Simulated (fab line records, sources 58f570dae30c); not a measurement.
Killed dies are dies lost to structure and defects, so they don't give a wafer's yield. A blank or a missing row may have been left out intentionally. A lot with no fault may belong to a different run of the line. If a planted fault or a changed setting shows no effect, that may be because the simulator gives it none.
A sampling plan put to the test :: flow berkeley_cmos170 :: each of the 33 faults these records tell of, on one fab line, judged from the records of the lots it struck
Plan = the line's own looks (route steps where a gauge or an inspection reads the wafer without altering it). Where struck wafers have a number at a look and the file lists that look's usual mean and standard deviation on fault-free wafers, the look can be judged. Caught: 4 or more of those standard deviations (sigma) separate the usual mean from the mean of the struck wafers at a look after the fault's first step. On the tool: the test repeated on the tool's own readings taken at the fault's steps. If the struck wafers alone have a blank record, or they carry another recipe, that too counts as caught.

## THE FAULTS, as the simulator had put them in
1. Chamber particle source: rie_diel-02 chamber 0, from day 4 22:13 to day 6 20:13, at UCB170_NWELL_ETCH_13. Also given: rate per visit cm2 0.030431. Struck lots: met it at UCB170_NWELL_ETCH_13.
2. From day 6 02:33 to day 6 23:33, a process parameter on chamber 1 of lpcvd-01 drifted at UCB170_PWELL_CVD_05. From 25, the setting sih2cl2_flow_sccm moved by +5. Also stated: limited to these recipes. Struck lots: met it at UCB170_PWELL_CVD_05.
3. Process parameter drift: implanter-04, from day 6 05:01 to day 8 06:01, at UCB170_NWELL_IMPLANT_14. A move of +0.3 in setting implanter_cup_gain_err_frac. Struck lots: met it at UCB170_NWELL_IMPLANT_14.
4. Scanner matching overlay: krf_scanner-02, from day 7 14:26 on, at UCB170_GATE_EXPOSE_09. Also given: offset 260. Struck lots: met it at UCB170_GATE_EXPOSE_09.
5. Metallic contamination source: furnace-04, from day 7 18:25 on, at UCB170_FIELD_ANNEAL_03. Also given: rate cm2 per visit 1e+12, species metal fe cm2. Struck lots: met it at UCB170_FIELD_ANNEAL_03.
6. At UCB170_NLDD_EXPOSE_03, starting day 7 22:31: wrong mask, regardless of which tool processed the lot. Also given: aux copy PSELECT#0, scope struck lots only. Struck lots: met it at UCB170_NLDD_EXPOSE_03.
7. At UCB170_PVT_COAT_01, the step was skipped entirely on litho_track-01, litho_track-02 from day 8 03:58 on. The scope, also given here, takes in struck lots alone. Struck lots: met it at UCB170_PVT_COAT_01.
8. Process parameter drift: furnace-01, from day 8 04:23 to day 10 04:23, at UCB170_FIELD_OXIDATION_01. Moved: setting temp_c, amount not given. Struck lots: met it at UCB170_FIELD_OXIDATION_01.
9. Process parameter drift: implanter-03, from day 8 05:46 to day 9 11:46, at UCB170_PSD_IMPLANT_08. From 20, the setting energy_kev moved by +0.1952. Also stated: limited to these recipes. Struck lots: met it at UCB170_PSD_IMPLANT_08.
10. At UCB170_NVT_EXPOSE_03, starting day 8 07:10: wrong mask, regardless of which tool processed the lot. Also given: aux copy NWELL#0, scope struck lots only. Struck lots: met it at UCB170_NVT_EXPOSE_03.
11. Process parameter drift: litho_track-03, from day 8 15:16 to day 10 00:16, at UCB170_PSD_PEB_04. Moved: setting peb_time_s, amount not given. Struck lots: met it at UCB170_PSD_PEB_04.
12. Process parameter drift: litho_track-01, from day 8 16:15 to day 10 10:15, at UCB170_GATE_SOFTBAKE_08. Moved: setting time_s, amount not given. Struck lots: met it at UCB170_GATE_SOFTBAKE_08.
13. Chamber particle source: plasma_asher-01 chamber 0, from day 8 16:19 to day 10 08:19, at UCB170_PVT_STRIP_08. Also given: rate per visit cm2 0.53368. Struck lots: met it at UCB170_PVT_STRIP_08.
14. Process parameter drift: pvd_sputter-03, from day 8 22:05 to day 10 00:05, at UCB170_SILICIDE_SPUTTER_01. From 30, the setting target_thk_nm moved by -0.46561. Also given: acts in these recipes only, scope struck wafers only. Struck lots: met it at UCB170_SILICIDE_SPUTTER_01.
15. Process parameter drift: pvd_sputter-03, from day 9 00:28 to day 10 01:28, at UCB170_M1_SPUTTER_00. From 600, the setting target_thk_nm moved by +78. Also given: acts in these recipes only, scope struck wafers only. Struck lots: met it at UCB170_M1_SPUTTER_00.
16. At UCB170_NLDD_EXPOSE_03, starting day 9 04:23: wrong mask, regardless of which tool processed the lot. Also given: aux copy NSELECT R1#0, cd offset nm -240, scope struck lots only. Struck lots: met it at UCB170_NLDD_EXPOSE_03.
17. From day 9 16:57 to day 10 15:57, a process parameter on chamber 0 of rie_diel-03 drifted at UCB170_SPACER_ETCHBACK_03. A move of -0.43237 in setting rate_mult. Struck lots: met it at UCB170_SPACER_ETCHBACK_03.
18. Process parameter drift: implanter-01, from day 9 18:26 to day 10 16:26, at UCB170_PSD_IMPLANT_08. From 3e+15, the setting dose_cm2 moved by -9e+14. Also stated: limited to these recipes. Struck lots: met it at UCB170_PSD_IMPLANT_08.
19. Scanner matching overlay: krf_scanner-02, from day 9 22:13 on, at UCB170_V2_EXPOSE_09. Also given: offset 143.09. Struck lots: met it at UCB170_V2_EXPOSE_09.
20. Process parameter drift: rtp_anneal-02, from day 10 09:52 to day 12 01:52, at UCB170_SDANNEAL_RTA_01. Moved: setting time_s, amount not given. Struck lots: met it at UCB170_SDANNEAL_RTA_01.
21. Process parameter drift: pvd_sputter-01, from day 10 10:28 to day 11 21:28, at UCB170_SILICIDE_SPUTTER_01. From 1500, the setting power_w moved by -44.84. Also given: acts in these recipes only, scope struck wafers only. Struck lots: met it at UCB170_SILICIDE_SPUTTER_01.
22. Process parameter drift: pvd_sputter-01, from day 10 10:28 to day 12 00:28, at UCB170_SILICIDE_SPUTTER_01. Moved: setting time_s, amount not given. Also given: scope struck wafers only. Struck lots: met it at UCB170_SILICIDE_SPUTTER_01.
23. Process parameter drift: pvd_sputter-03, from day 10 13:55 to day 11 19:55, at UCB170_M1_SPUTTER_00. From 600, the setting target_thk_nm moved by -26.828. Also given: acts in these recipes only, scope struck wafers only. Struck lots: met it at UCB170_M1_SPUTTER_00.
24. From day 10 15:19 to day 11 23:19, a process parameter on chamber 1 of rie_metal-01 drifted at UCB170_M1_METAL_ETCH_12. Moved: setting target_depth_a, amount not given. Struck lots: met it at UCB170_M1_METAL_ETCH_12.
25. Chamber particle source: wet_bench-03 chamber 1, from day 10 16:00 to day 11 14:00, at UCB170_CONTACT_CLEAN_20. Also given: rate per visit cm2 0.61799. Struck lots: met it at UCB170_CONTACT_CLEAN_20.
26. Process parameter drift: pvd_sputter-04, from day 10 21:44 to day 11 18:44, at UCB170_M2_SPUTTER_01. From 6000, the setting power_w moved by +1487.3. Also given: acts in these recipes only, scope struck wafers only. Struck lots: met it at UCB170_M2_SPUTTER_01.
27. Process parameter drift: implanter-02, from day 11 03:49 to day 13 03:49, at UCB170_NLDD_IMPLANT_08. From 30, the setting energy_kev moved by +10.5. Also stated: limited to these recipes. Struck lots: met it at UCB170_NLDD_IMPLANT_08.
28. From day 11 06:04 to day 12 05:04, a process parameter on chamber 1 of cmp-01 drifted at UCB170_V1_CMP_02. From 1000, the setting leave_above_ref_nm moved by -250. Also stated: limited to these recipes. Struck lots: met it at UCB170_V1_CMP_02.
29. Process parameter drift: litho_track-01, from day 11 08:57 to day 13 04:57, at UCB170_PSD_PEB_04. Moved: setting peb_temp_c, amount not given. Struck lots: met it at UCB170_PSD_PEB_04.
30. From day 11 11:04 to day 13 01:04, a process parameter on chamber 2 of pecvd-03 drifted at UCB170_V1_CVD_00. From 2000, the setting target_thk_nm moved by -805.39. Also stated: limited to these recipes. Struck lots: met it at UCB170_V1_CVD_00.
31. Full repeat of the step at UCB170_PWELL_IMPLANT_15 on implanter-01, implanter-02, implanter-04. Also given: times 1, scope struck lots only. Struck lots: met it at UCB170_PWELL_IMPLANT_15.
32. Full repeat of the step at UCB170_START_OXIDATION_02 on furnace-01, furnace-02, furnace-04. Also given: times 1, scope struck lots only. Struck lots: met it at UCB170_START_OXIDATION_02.
33. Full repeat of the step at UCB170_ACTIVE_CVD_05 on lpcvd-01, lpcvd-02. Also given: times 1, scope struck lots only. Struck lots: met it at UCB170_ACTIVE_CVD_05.

## WHAT THE PLAN SAW
fault: 1
on the tool itself: under 2 sigma
first look that catches it: not the one look that can be judged after it
reading, sigma: -
median hours from its first step to that look: -
hours from the fault's start to the first struck lot there: -
judged looks passed uncaught: 1

fault: 2
on the tool itself: sih2cl2_flow_sccm +65 sigma
first look that catches it: UCB170_PWELL_THK_MEAS_06
reading, sigma: PWELL_NITRIDE_THK +6.5
median hours from its first step to that look: 1.9
hours from the fault's start to the first struck lot there: 8
judged looks passed uncaught: 0

fault: 3
on the tool itself: faraday_current_uA +14 sigma
first look that catches it: UCB170_NWELL_TW_MEAS_16
reading, sigma: NWELL_TW -8.0
median hours from its first step to that look: 0.2
hours from the fault's start to the first struck lot there: 4
judged looks passed uncaught: 0

fault: 4
on the tool itself: under 2 sigma
first look that catches it: UCB170_GATE_OVL_MEAS_13
reading, sigma: GATE_OVL +44
median hours from its first step to that look: 0.6
hours from the fault's start to the first struck lot there: 1
judged looks passed uncaught: 0

fault: 5
on the tool itself: under 2 sigma
first look that catches it: none of the 6 looks that can be judged after it
reading, sigma: -
median hours from its first step to that look: -
hours from the fault's start to the first struck lot there: -
judged looks passed uncaught: 6

fault: 6
on the tool itself: no reading that can be judged
first look that catches it: UCB170_NLDD_TW_MEAS_11
reading, sigma: NLDD_TW -83
median hours from its first step to that look: 1.1
hours from the fault's start to the first struck lot there: 5
judged looks passed uncaught: 0

fault: 7
on the tool itself: the tool's record is blank for the struck wafers
first look that catches it: no look after it can be judged
reading, sigma: -
median hours from its first step to that look: -
hours from the fault's start to the first struck lot there: -
judged looks passed uncaught: 0

fault: 8
on the tool itself: tube_center_temp_C +86 sigma
first look that catches it: none of the 4 looks that can be judged after it
reading, sigma: strongest: FIELD_OXIDE_LEFT_2_THK at UCB170_FIELD_THK_MEAS_91, +3.8
median hours from its first step to that look: -
hours from the fault's start to the first struck lot there: -
judged looks passed uncaught: 4

fault: 9
on the tool itself: beam_energy_keV +28 sigma
first look that catches it: no look after it can be judged
reading, sigma: -
median hours from its first step to that look: -
hours from the fault's start to the first struck lot there: -
judged looks passed uncaught: 0

fault: 10
on the tool itself: under 2 sigma
first look that catches it: UCB170_NVT_TW_MEAS_09
reading, sigma: NVT_TW -86
median hours from its first step to that look: 1.4
hours from the fault's start to the first struck lot there: 1
judged looks passed uncaught: 0

fault: 11
on the tool itself: under 2 sigma
first look that catches it: UCB170_PSD_CD_MEAS_06
reading, sigma: cd_nm +9.6
median hours from its first step to that look: 0.3
hours from the fault's start to the first struck lot there: 7
judged looks passed uncaught: 0

fault: 12
on the tool itself: run_length_s +99 or beyond sigma
first look that catches it: UCB170_GATE_CD_MEAS_12
reading, sigma: cd_nm -4.1
median hours from its first step to that look: 1.5
hours from the fault's start to the first struck lot there: 8
judged looks passed uncaught: 0

fault: 13
on the tool itself: under 2 sigma
first look that catches it: none of the 2 looks that can be judged after it
reading, sigma: -
median hours from its first step to that look: -
hours from the fault's start to the first struck lot there: -
judged looks passed uncaught: 2

fault: 14
on the tool itself: under 2 sigma
first look that catches it: not the one look that can be judged after it
reading, sigma: -
median hours from its first step to that look: -
hours from the fault's start to the first struck lot there: -
judged looks passed uncaught: 1

fault: 15
on the tool itself: under 2 sigma
first look that catches it: UCB170_M1_RS_MEAS_01
reading, sigma: M1_AL_RS -11
median hours from its first step to that look: 0.1
hours from the fault's start to the first struck lot there: 9
judged looks passed uncaught: 0

fault: 16
on the tool itself: no reading that can be judged
first look that catches it: UCB170_NLDD_CD_MEAS_06
reading, sigma: cd_nm -99 or beyond
median hours from its first step to that look: 0.7
hours from the fault's start to the first struck lot there: 1
judged looks passed uncaught: 0

fault: 17
on the tool itself: oes_product_au -12 sigma
first look that catches it: no look after it can be judged
reading, sigma: -
median hours from its first step to that look: -
hours from the fault's start to the first struck lot there: -
judged looks passed uncaught: 0

fault: 18
on the tool itself: dose_ions_cm2 -99 or beyond sigma
first look that catches it: UCB170_PSD_TW_MEAS_10
reading, sigma: PSD_TW -8.9
median hours from its first step to that look: 0.2
hours from the fault's start to the first struck lot there: 4
judged looks passed uncaught: 0

fault: 19
on the tool itself: no reading that can be judged
first look that catches it: UCB170_V2_OVL_MEAS_13
reading, sigma: V2_OVL +32
median hours from its first step to that look: 0.5
hours from the fault's start to the first struck lot there: 1
judged looks passed uncaught: 1

fault: 20
on the tool itself: under 2 sigma
first look that catches it: UCB170_SDANNEAL_RS_MEAS_02
reading, sigma: PSD_RS -11
median hours from its first step to that look: 0.1
hours from the fault's start to the first struck lot there: 9
judged looks passed uncaught: 0

fault: 21
on the tool itself: cathode_dc_power_W -99 or beyond sigma
first look that catches it: none of the 2 looks that can be judged after it
reading, sigma: strongest: SILICIDE_TI_RS at UCB170_SILICIDE_RS_MEAS_02, +3.2
median hours from its first step to that look: -
hours from the fault's start to the first struck lot there: -
judged looks passed uncaught: 2

fault: 22
on the tool itself: under 2 sigma
first look that catches it: UCB170_SILICIDE_RS_MEAS_02
reading, sigma: SILICIDE_TI_RS -37
median hours from its first step to that look: 0.1
hours from the fault's start to the first struck lot there: 9
judged looks passed uncaught: 0

fault: 23
on the tool itself: under 2 sigma
first look that catches it: none of the 3 looks that can be judged after it
reading, sigma: strongest: M1_AL_RS at UCB170_M1_RS_MEAS_01, +3.4
median hours from its first step to that look: -
hours from the fault's start to the first struck lot there: -
judged looks passed uncaught: 3

fault: 24
on the tool itself: only faintly: oes_product_au +2.9 sigma
first look that catches it: no look after it can be judged
reading, sigma: -
median hours from its first step to that look: -
hours from the fault's start to the first struck lot there: -
judged looks passed uncaught: 0

fault: 25
on the tool itself: no reading that can be judged
first look that catches it: none of the 2 looks that can be judged after it
reading, sigma: -
median hours from its first step to that look: -
hours from the fault's start to the first struck lot there: -
judged looks passed uncaught: 2

fault: 26
on the tool itself: cathode_dc_power_W +99 or beyond sigma
first look that catches it: UCB170_M2_RS_MEAS_02
reading, sigma: M2_AL_RS -25
median hours from its first step to that look: 0.1
hours from the fault's start to the first struck lot there: 9
judged looks passed uncaught: 0

fault: 27
on the tool itself: beam_energy_keV +99 or beyond sigma
first look that catches it: UCB170_NLDD_TW_MEAS_11
reading, sigma: NLDD_TW +4.7
median hours from its first step to that look: 0.4
hours from the fault's start to the first struck lot there: 1
judged looks passed uncaught: 0

fault: 28
on the tool itself: under 2 sigma
first look that catches it: UCB170_V1_THK_MEAS_04
reading, sigma: V1_POLISHED_THK -99 or beyond
median hours from its first step to that look: 0.4
hours from the fault's start to the first struck lot there: 11
judged looks passed uncaught: 1

fault: 29
on the tool itself: heater_power_total_W -17 sigma
first look that catches it: UCB170_PSD_CD_MEAS_06
reading, sigma: cd_nm -7.4
median hours from its first step to that look: 0.3
hours from the fault's start to the first struck lot there: 6
judged looks passed uncaught: 0

fault: 30
on the tool itself: under 2 sigma
first look that catches it: UCB170_V1_THK_MEAS_01
reading, sigma: V1_TEOS_THK -31
median hours from its first step to that look: 0.2
hours from the fault's start to the first struck lot there: 4
judged looks passed uncaught: 0

fault: 31
on the tool itself: under 2 sigma
first look that catches it: UCB170_PWELL_TW_MEAS_17
reading, sigma: PWELL_TW +18
median hours from its first step to that look: 0.6
hours from the fault's start to the first struck lot there: -
judged looks passed uncaught: 0

fault: 32
on the tool itself: under 2 sigma
first look that catches it: UCB170_START_THK_MEAS_03
reading, sigma: START_OXIDE_THK +29
median hours from its first step to that look: 4.3
hours from the fault's start to the first struck lot there: -
judged looks passed uncaught: 0

fault: 33
on the tool itself: under 2 sigma
first look that catches it: UCB170_ACTIVE_THK_MEAS_06
reading, sigma: ACTIVE_NITRIDE_THK +98
median hours from its first step to that look: 4.2
hours from the fault's start to the first struck lot there: -
judged looks passed uncaught: 0
A dash: the fault is not caught, or the number is missing from these records.

Caught at a look: 21 of 33. Caught on the tool: 12 of 33. By one or the other: 26 of 33.
Faults caught by the tool alone: 7, 8, 9, 17, 21.
Caught at a look alone: faults 4, 6, 10, 11, 15, 16, 19, 20, 22, 28, 30, 31, 32, 33.
Caught by neither: faults 1, 5, 13, 14, 23, 24, 25.

## THINNER SAMPLING
If the look that catches a fault measured only every second or every third lot, by lot number, the first struck lot would be measured this late in the worst case:
fault: 2
struck lots at that look, in order of time: L500, L503
every lot: 8 h
every second lot: 17 h
every third lot: may miss all 2

fault: 3
struck lots at that look, in order of time: L636, L638
every lot: 4 h
every second lot: may miss all 2
every third lot: may miss all 2

fault: 4
struck lots at that look, in order of time: L923, L929, L927, L930
every lot: 1 h
every second lot: 34 h
every third lot: may miss all 4

fault: 6
struck lots at that look, in order of time: L640
every lot: 5 h
every second lot: may miss it
every third lot: may miss it

fault: 10
struck lots at that look, in order of time: L698
every lot: 1 h
every second lot: may miss it
every third lot: may miss it

fault: 11
struck lots at that look, in order of time: L196, L200
every lot: 7 h
every second lot: may miss all 2
every third lot: may miss all 2

fault: 12
struck lots at that look, in order of time: L985, L990
every lot: 8 h
every second lot: 32 h
every third lot: may miss all 2

fault: 15
struck lots at that look, in order of time: L396, L400
every lot: 9 h
every second lot: may miss all 2
every third lot: may miss all 2

fault: 16
struck lots at that look, in order of time: L500
every lot: 1 h
every second lot: may miss it
every third lot: may miss it

fault: 18
struck lots at that look, in order of time: L253, L255
every lot: 4 h
every second lot: may miss all 2
every third lot: may miss all 2

fault: 19
struck lots at that look, in order of time: L644, L647, L648
every lot: 1 h
every second lot: 13 h
every third lot: may miss all 3

fault: 20
struck lots at that look, in order of time: L304, L306, L309
every lot: 9 h
every second lot: 33 h
every third lot: may miss all 3

fault: 22
struck lots at that look, in order of time: L515
every lot: 9 h
every second lot: may miss it
every third lot: may miss it

fault: 26
struck lots at that look, in order of time: L525, L527
every lot: 9 h
every second lot: may miss all 2
every third lot: may miss all 2

fault: 27
struck lots at that look, in order of time: L790, L795
every lot: 1 h
every second lot: 30 h
every third lot: may miss all 2

fault: 28
struck lots at that look, in order of time: L776
every lot: 11 h
every second lot: may miss it
every third lot: may miss it

fault: 29
struck lots at that look, in order of time: L616, L614
every lot: 6 h
every second lot: may miss all 2
every third lot: may miss all 2

fault: 30
struck lots at that look, in order of time: L646, L648
every lot: 4 h
every second lot: may miss all 2
every third lot: may miss all 2
Hours: fault start to first struck lot measured. The limit of 4 sigma was tested on all struck wafers together, so one lot alone may lie under it. Other struck lots may not be in these records.

## THE LONGEST TIMED WAY FROM STEP TO LOOK
For fault 32, UCB170_START_OXIDATION_02 and UCB170_START_THK_MEAS_03 are separated by a median of 4.3 hours. No look between them can be judged.
